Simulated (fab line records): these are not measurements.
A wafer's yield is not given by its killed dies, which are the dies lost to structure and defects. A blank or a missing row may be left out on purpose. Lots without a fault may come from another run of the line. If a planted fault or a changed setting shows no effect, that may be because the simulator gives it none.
Which of the tools did it? || flow berkeleyCmos170 || route of 331 steps, sampled at 1 step: 14 lots, 42 wafers

WHAT THE GAUGES READ, wafer by wafer
UCB170_M2_RS_MEAS_02: measurement is done with a four-point probe.
{"lot": "L503", "measured": "day 7 18:38", "on": "filmMetro-02", "M2_AL_RS (ohm/sq)": "0.0320 0.0321 0.0317"}
{"lot": "L504", "measured": "day 7 22:31", "on": "filmMetro-02", "M2_AL_RS (ohm/sq)": "0.0322 0.0325 0.0318"}
{"lot": "L506", "measured": "day 8 18:23", "on": "filmMetro-03", "M2_AL_RS (ohm/sq)": "0.0326 0.0322 0.0326"}
{"lot": "L505", "measured": "day 8 18:38", "on": "filmMetro-02", "M2_AL_RS (ohm/sq)": "0.0316 0.0319 0.0318"}
{"lot": "L507", "measured": "day 9 00:56", "on": "filmMetro-02", "M2_AL_RS (ohm/sq)": "0.0318 0.0318 0.0325"}
{"lot": "L508", "measured": "day 9 03:43", "on": "filmMetro-03", "M2_AL_RS (ohm/sq)": "0.0324 0.0321 0.0324"}
{"lot": "L510", "measured": "day 10 00:41", "on": "filmMetro-03", "M2_AL_RS (ohm/sq)": "0.0324 0.0321 0.0322"}
{"lot": "L511", "measured": "day 10 00:52", "on": "filmMetro-04", "M2_AL_RS (ohm/sq)": "0.0324 0.0331 0.0331"}
{"lot": "L509", "measured": "day 10 00:57", "on": "filmMetro-02", "M2_AL_RS (ohm/sq)": "0.0322 0.0317 0.0327"}
{"lot": "L517", "measured": "day 11 05:20", "on": "filmMetro-02", "M2_AL_RS (ohm/sq)": "0.0320 0.0318 0.0321"}
{"lot": "L516", "measured": "day 11 05:25", "on": "filmMetro-04", "M2_AL_RS (ohm/sq)": "0.0329 0.0324 0.0321"}
{"lot": "L519", "measured": "day 11 13:05", "on": "filmMetro-04", "M2_AL_RS (ohm/sq)": "0.0324 0.0325 0.0325"}
{"lot": "L523", "measured": "day 12 05:29", "on": "filmMetro-02", "M2_AL_RS (ohm/sq)": "0.0330 0.0325 0.0331"}
{"lot": "L524", "measured": "day 12 14:50", "on": "filmMetro-04", "M2_AL_RS (ohm/sq)": "0.0326 0.0321 0.0325"}

WHAT TOOL EACH LOT RAN ON (gives the tool, then ch and the chambers of the sampled wafers, and finally the start)
The record shows no process step preceding these readings.

AS READ BY THE TOOLS THEMSELVES (means over the sampled wafers that have a number; for cases with no such wafer, the mark the record gives instead)
The record holds no such reading with a usual standard deviation.

THE ANSWER, worked out from the rows above alone
Rule: usual is defined by the lots themselves. The widest of any qualifying gaps counts: lots, ordered by their means at a reading, are off when they make up no more than a third of the lots, leave a main group of 4 or more, and stand apart from it by 3 or more times the standard deviation of that group's means. A main group whose means are all the same, to the digits that the tables above print for the reading, isn't used. Also off: a lot with no number at a reading for which 4 or more lots have one. All remaining lots with rows at the step are treated as sound. After the gauges, taken in route order, come the tools' own readings; for these a lot's mean is taken, as printed above. At the first step where some lot is off, the reading lying furthest off is the one used; lots without a number count as furthest.
No lot is off on any of the readings shown, so nothing can be concluded from this.

WHAT HAD BEEN PUT IN BY THE SIMULATOR
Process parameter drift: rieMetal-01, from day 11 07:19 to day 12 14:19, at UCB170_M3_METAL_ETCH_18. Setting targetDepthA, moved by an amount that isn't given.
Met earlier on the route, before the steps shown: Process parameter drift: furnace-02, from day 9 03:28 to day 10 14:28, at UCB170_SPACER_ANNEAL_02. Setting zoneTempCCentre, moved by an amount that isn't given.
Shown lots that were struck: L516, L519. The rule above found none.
